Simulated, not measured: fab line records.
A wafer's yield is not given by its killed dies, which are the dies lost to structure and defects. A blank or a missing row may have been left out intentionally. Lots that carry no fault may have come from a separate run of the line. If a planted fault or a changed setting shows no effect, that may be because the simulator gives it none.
Split-lot experiment -- flow berkeley_cmos170 -- 23 wafers read from 5 lots, route of 331 steps

## THE SPLIT ITSELF
At UCB170_BACKSIDE_STRIP_03 (strips in O2), the setting power_w was moved away from the recipe's 400 W on 8 of the 23 wafers read, by -10.0% to +5.0%. This setting was run at the recipe's value on the other wafers.

Reading taken at the split's own step.

## THE READING
oes_product_au, in a.u., at UCB170_BACKSIDE_STRIP_03 (strips in O2). A value of 0.734 a.u. with a standard deviation of 0.0042 a.u. is what fault-free wafers of this fab line usually give.

wafer,"tool, chamber at the split","power_w as run, W",against the recipe,"oes_product_au, a.u.",against lot-mates on the recipe
L076.1,"plasma_asher-03, 1",400,recipe,0.733,-
L076.2,"plasma_asher-03, 0",400,recipe,0.736,-
L076.4,"plasma_asher-03, 0",419.8,+5.0%,0.750,+0.014
L076.5,"plasma_asher-03, 1",400,recipe,0.740,-
L076.6,"plasma_asher-03, 0",419.8,+5.0%,0.748,+0.012
L078.1,"plasma_asher-01, 1",400,recipe,0.742,-
L078.2,"plasma_asher-01, 0",400,recipe,0.741,-
L078.3,"plasma_asher-01, 0",371.2,-7.2%,0.706,-0.032
L078.5,"plasma_asher-01, 0",371.2,-7.2%,0.710,-0.028
L078.6,"plasma_asher-01, 1",400,recipe,0.731,-
L079.1,"plasma_asher-03, 1",400,recipe,0.738,-
L079.4,"plasma_asher-03, 0",400,recipe,0.741,-
L079.6,"plasma_asher-03, 0",400,recipe,0.738,-
L082.2,"plasma_asher-04, 1",400,recipe,0.735,-
L082.3,"plasma_asher-04, 1",362.5,-9.4%,0.696,-0.038
L082.4,"plasma_asher-04, 0",400,recipe,0.735,-
L082.5,"plasma_asher-04, 1",400,recipe,0.731,-
L082.6,"plasma_asher-04, 0",362.5,-9.4%,0.698,-0.036
L084.1,"plasma_asher-03, 0",360.1,-10.0%,0.698,-0.040
L084.2,"plasma_asher-03, 1",400,recipe,0.741,-
L084.3,"plasma_asher-03, 1",360.1,-10.0%,0.704,-0.034
L084.4,"plasma_asher-03, 0",400,recipe,0.738,-
L084.5,"plasma_asher-03, 1",400,recipe,0.736,-

THE FIT
A straight line over all 23 wafers: oes_product_au changes by +0.00371 a.u. for each +1% of power_w; r = +0.97; the points scatter about the line by 0.004 a.u.
The same after taking each lot's own level away (the mean of its wafers on the recipe; 23 wafers): +0.00369 a.u. for each +1%; r = +0.98; scatter 0.0033 a.u.
That fit puts the effect of the largest move of power_w on the reading at 0.037 a.u.
The span of the lots' own levels, 0.7337 to 0.7390 a.u., comes to 1.3 times the standard deviation stated above.
Hence the lot-to-lot level has little effect on the slope; both slopes agree.
Check: with one of the wafers moved furthest among these (-10.0%) left out of the fit, the line predicts -0.0372 a.u. for it against its lot-mates. It came out at -0.0403 a.u. against them.
Tool readings at the split's step, against how far the setting was moved: oes_product_au r = +0.97; strip_time_to_endpoint_s r = -0.99.

## FURTHER SPLITS ON THESE WAFERS
These wafers also went through other splits before the reading. Each is held against what the fit with the lots' levels taken away leaves over:
other split on the same wafers,wafers away from the commonest value,r with oes_product_au (lot level and that fit taken away)
UCB170_GATE_COAT_07 spin_rpm,8,-0.10
UCB170_PLDD_IMPLANT_09 energy_kev,10,-0.23
UCB170_NLDD_COAT_01 resist_thk_nm,12,-0.11
UCB170_SPACER_ANNEAL_02 temp_c,10,-0.22
UCB170_NSD_PEB_04 peb_temp_c,5,-0.12

## THE WHOLE CHAIN: every reading that the file lists as answering this split, in the file's order
step,what it does,reading,change (the file's fit),r (the file's)
UCB170_BACKSIDE_STRIP_03,strips in O2,oes_product_au,+0.00375 a.u. for each +1% of the setting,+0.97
UCB170_BACKSIDE_STRIP_03,strips in O2,strip_time_to_endpoint_s,withheld for each +1% of the setting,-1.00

## FILE'S OWN FIT
oes_product_au changes by +0.00375 a.u. for each +1% of power_w, r = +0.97.
